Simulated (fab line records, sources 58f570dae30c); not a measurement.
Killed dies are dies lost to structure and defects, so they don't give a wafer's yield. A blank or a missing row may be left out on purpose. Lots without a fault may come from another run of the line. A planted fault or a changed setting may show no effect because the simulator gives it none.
Which tool did it? | flow berkeley_cmos170 | 15 lots, 45 wafers sampled, at 1 step of a route of 331

WHAT THE GAUGES READ, wafer by wafer
The record holds no reading of a measuring or inspecting step that can be judged against a usual standard deviation.

WHICH TOOL RAN EACH LOT (tool, then ch and the chambers of the sampled wafers, then the start)
lot  | UCB170_V2_STRIP_15
L867 | plasma_asher-03 ch 0,1, day 7 23:44
L866 | plasma_asher-01 ch 0,1, day 7 23:54
L869 | plasma_asher-03 ch 0,1, day 8 00:06
L874 | plasma_asher-03 ch 0,1, day 9 01:21
L876 | plasma_asher-03 ch 0,1, day 9 15:19
L880 | plasma_asher-01 ch 0,1, day 10 16:48
L881 | plasma_asher-02 ch 0,1, day 10 17:03
L878 | plasma_asher-03 ch 1, day 10 17:17
L879 | plasma_asher-01 ch 0,1, day 11 01:17
L885 | plasma_asher-01 ch 0,1, day 11 01:56
L882 | plasma_asher-02 ch 0,1, day 11 02:07
L883 | plasma_asher-01 ch 0,1, day 11 07:22
L886 | plasma_asher-02 ch 0,1, day 11 21:06
L888 | plasma_asher-02 ch 0,1, day 12 06:31
L889 | plasma_asher-02 ch 0,1, day 12 09:49
- UCB170_V2_STRIP_15: strips in O2.

WHAT THE TOOLS THEMSELVES READ (means of the sampled wafers that have a number; where no wafer has one, the mark that the record gives instead)
UCB170_V2_STRIP_15. Usual: drypump_motor_current_A 5.6 A, standard deviation 0.42; o2_flow_sccm 400.0 sccm, standard deviation 1.2; oes_product_au 0.722 a.u., standard deviation 0.0049; strip_time_to_endpoint_s 15.35 s, standard deviation 0.17.
lot  | tool            | drypump_motor_current_A (A) | o2_flow_sccm (sccm) | oes_product_au (a.u.) | strip_time_to_endpoint_s (s) | flag
L867 | plasma_asher-03 | 5.4                         | 401.4               | 0.721                 | 15.31                        |
L866 | plasma_asher-01 | 5.8                         | 400.5               | 0.723                 | 15.27                        |
L869 | plasma_asher-03 | 5.2                         | 400.0               | 0.726                 | 15.49                        |
L874 | plasma_asher-03 | 5.2                         | 479.4               | 0.736                 | 14.93                        | OFF
L876 | plasma_asher-03 | 5.4                         | 480.5               | 0.734                 | 15.00                        | OFF
L880 | plasma_asher-01 | 6.0                         | 398.7               | 0.724                 | 15.48                        |
L881 | plasma_asher-02 | 5.7                         | 399.3               | 0.724                 | 15.27                        |
L878 | plasma_asher-03 | 5.7                         | 478.9               | 0.736                 | 14.88                        | OFF
L879 | plasma_asher-01 | 5.8                         | 400.8               | 0.722                 | 15.42                        |
L885 | plasma_asher-01 | 5.8                         | 400.7               | 0.718                 | 15.22                        |
L882 | plasma_asher-02 | 5.6                         | 400.9               | 0.721                 | 15.38                        |
L883 | plasma_asher-01 | 6.0                         | 399.8               | 0.719                 | 15.31                        |
L886 | plasma_asher-02 | 5.7                         | 401.2               | 0.723                 | 15.20                        |
L888 | plasma_asher-02 | 5.6                         | 400.2               | 0.723                 | 15.13                        |
L889 | plasma_asher-02 | 5.6                         | 400.4               | 0.719                 | 15.43                        |

THE ANSWER, worked out from the rows above alone
Rule: a lot is off if the mean of its wafers that have a number lies more than 3 standard deviations from the usual mean. A lot without any number at a reading at which 4 lots or more have one is off too. The other lots that the step has rows for count as sound. The gauges are gone through in route order, then the tools' own readings, and for those a lot's mean is taken as printed above. The first step at which some lot is off is used, and at that step the reading that is off furthest; a lot without a number counts as furthest.
Off: L874, L876, L878, at UCB170_V2_STRIP_15 (o2_flow_sccm).
A tool fits if, at that step or a process step before it, it ran every lot that is off, and no sound lot after the first of them. One fits: plasma_asher-03 at UCB170_V2_STRIP_15. Its last sound lot is L869 (day 8 00:06), its first lot that is off L874 (day 9 01:21): a fault that began between those two fits.
The tool's own readings at UCB170_V2_STRIP_15 bear it out: on the lots that are off they differ by more than 5 times the standard deviation of the sound lots' means. o2_flow_sccm reads 479.6 sccm there against 400.3 sccm on the sound lots; oes_product_au reads 0.735 a.u. there against 0.722 a.u. on the sound lots.

WHAT THE SIMULATOR HAD PUT IN
Process parameter drift: plasma_asher-03, from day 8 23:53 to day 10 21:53, at UCB170_V2_STRIP_15. Setting o2_flow_sccm, moved by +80, from 400. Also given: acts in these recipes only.
Lots struck among those shown: L874, L876, L878. The rule above found the same.
